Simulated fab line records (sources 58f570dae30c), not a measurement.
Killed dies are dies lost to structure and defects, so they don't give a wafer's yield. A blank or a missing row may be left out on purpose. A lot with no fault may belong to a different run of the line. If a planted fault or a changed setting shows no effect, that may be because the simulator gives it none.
Check of tool commonality	flow berkeley-cmos170	14 lots and 42 wafers in the sample

== REASON FOR OPENING ==
2 of 14 lots carry a flag on the reading PLDD_RS at UCB170_SDANNEAL_RS_MEAS_04. No-fault wafers: 1031.8 ohm/sq, standard deviation 2.4.
Rule: a lot is flagged when every wafer of it that has a number lies more than 4 standard deviations from that mean, or none has a number. All remaining lots are regarded as sound.

lot	measured	on	PLDD_RS (ohm/sq), wafer by wafer	flag
L854	day 7 23:14	film-metro-01	1036.9 1032.1 1033.8	
L856	day 7 23:43	film-metro-02	1027.4 1028.4 1028.3	
L855	day 7 23:52	film-metro-01	1036.7 1033.4 1033.3	
L857	day 8 17:02	film-metro-01	1031.6 1032.4 1029.6	
L859	day 9 03:54	film-metro-02	1080.8 1085.2 1080.3	FLAGGED
L860	day 9 04:24	film-metro-02	1084.9 1086.9 1086.8	FLAGGED
L869	day 10 16:10	film-metro-02	1033.4 1035.2 1035.2	
L871	day 10 21:04	film-metro-01	1037.0 1033.6 1034.0	
L870	day 10 21:05	film-metro-03	1032.2 1029.8 1029.0	
L873	day 11 21:08	film-metro-02	1030.2 1032.2 1031.3	
L875	day 11 21:12	film-metro-03	1031.0 1026.8 1029.6	
L874	day 11 21:16	film-metro-01	1034.0 1035.4 1036.3	
L876	day 12 13:08	film-metro-02	1029.3 1033.0 1033.2	
L877	day 12 13:29	film-metro-03	1030.2 1030.4 1031.5	
Average over the flagged lots: 1084.2 ohm/sq; offset from the usual +52.4 ohm/sq, equal to +22 standard deviations.

== WHICH TOOL EACH LOT WENT THROUGH ==
The record holds 3 process steps before the reading, out of a route of 331 steps. Each cell gives the tool, then ch followed by the chambers the sampled wafers passed through, then the start.
lot	flag	UCB170_PWELL_STRIP_16	UCB170_PLDD_IMPLANT_09	UCB170_PLDD_STRIP_10
L854		plasma-asher-02 ch 0,1, day 3 13:28	implanter-03 ch 0, day 7 10:43	plasma-asher-03 ch 0,1, day 7 10:52
L856		plasma-asher-02 ch 0,1, day 3 12:49	implanter-03 ch 0, day 7 11:11	plasma-asher-02 ch 0,1, day 7 11:19
L855		plasma-asher-04 ch 0,1, day 3 13:11	implanter-01 ch 0, day 7 11:01	plasma-asher-01 ch 0,1, day 7 11:10
L857		plasma-asher-04 ch 0,1, day 3 23:33	implanter-01 ch 0, day 7 23:23	plasma-asher-03 ch 0,1, day 7 23:32
L859	FLAGGED	plasma-asher-01 ch 0,1, day 4 08:46	implanter-01 ch 0, day 8 11:23	plasma-asher-01 ch 0,1, day 8 11:32
L860	FLAGGED	plasma-asher-04 ch 0,1, day 4 13:26	implanter-01 ch 0, day 8 14:53	plasma-asher-01 ch 0,1, day 8 15:01
L869		plasma-asher-01 ch 0,1, day 6 11:51	implanter-03 ch 0, day 10 05:34	plasma-asher-01 ch 1, day 10 05:41
L871		plasma-asher-04 ch 0,1, day 7 00:40	implanter-03 ch 0, day 10 07:02	plasma-asher-02 ch 0,1, day 10 07:10
L870		plasma-asher-02 ch 0,1, day 6 12:03	implanter-04 ch 0, day 10 06:52	plasma-asher-01 ch 0,1, day 10 06:58
L873		plasma-asher-02 ch 0,1, day 7 12:16	implanter-03 ch 0, day 11 07:30	plasma-asher-02 ch 0,1, day 11 07:39
L875		plasma-asher-01 ch 0,1, day 7 20:36	implanter-03 ch 0, day 11 07:52	plasma-asher-02 ch 0,1, day 11 07:59
L874		plasma-asher-04 ch 0,1, day 7 12:31	implanter-04 ch 0, day 11 07:37	plasma-asher-03 ch 0,1, day 11 07:46
L876		plasma-asher-01 ch 0,1, day 8 08:14	implanter-03 ch 0, day 11 21:09	plasma-asher-01 ch 1, day 11 21:18
L877		plasma-asher-04 ch 0,1, day 8 08:00	implanter-04 ch 0, day 11 21:29	plasma-asher-02 ch 0,1, day 11 21:37
What is done by these steps:
- UCB170_PWELL_STRIP_16: strips in O2.
- UCB170_PLDD_IMPLANT_09
- UCB170_PLDD_STRIP_10: strips in O2.
- UCB170_SDANNEAL_RS_MEAS_04: measures by four-point-probe.

== FLAGGED OVER TOTAL, TOOL BY TOOL (the gauges that took the reading come last) ==
step	tool	lots run	flagged	share of the flagged lots	sound lots run after its first flagged lot
UCB170_PWELL_STRIP_16	plasma-asher-01	4	1	some	3 (L869,L875,L876)
UCB170_PWELL_STRIP_16	plasma-asher-02	4	0	none	-
UCB170_PWELL_STRIP_16	plasma-asher-04	6	1	some	3 (L871,L874,L877)
UCB170_PLDD_IMPLANT_09	implanter-01	4	2	all	0
UCB170_PLDD_IMPLANT_09	implanter-03	7	0	none	-
UCB170_PLDD_IMPLANT_09	implanter-04	3	0	none	-
UCB170_PLDD_STRIP_10	plasma-asher-01	6	2	all	3 (L869,L870,L876)
UCB170_PLDD_STRIP_10	plasma-asher-02	5	0	none	-
UCB170_PLDD_STRIP_10	plasma-asher-03	3	0	none	-
UCB170_SDANNEAL_RS_MEAS_04	film-metro-01	5	0	none	-
UCB170_SDANNEAL_RS_MEAS_04	film-metro-02	6	2	all	3 (L869,L873,L876)
UCB170_SDANNEAL_RS_MEAS_04	film-metro-03	3	0	none	-

== WHAT IS ALLOWED BY THE TABLE ==
In the table, 3 rows ran each flagged lot (implanter-01 at UCB170_PLDD_IMPLANT_09; plasma-asher-01 at UCB170_PLDD_STRIP_10; film-metro-02 at UCB170_SDANNEAL_RS_MEAS_04).
- implanter-01 at UCB170_PLDD_IMPLANT_09 ran 4 lots, 2 of them flagged. It ran its last sound lot, L857, at day 7 23:23 and its first flagged lot, L859, at day 8 11:23: a fault with its onset between the two fits. Its own readings lie more than 4 standard deviations out on every wafer of the flagged lots: dose-ions-cm2, faraday-current-uA.
- plasma-asher-01 at UCB170_PLDD_STRIP_10 ran 6 lots, 2 of them flagged. After the first flagged lot (L869, L870, L876), sound lots still ran on it; a lasting fault on the whole tool would not permit that.
- film-metro-02 at UCB170_SDANNEAL_RS_MEAS_04 ran 6 lots, 2 of them flagged. After the first flagged lot (L869, L873, L876), sound lots still ran on it; a lasting fault on the whole tool would not permit that.
Just one tool remains: implanter-01 at UCB170_PLDD_IMPLANT_09.

== WHAT WAS PUT IN BY THE SIMULATOR ==
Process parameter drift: implanter-01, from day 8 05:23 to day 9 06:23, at UCB170_PLDD_IMPLANT_09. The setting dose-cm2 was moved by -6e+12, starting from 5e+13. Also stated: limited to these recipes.
Shown lots that were struck: L859, L860. The rule above found the same.
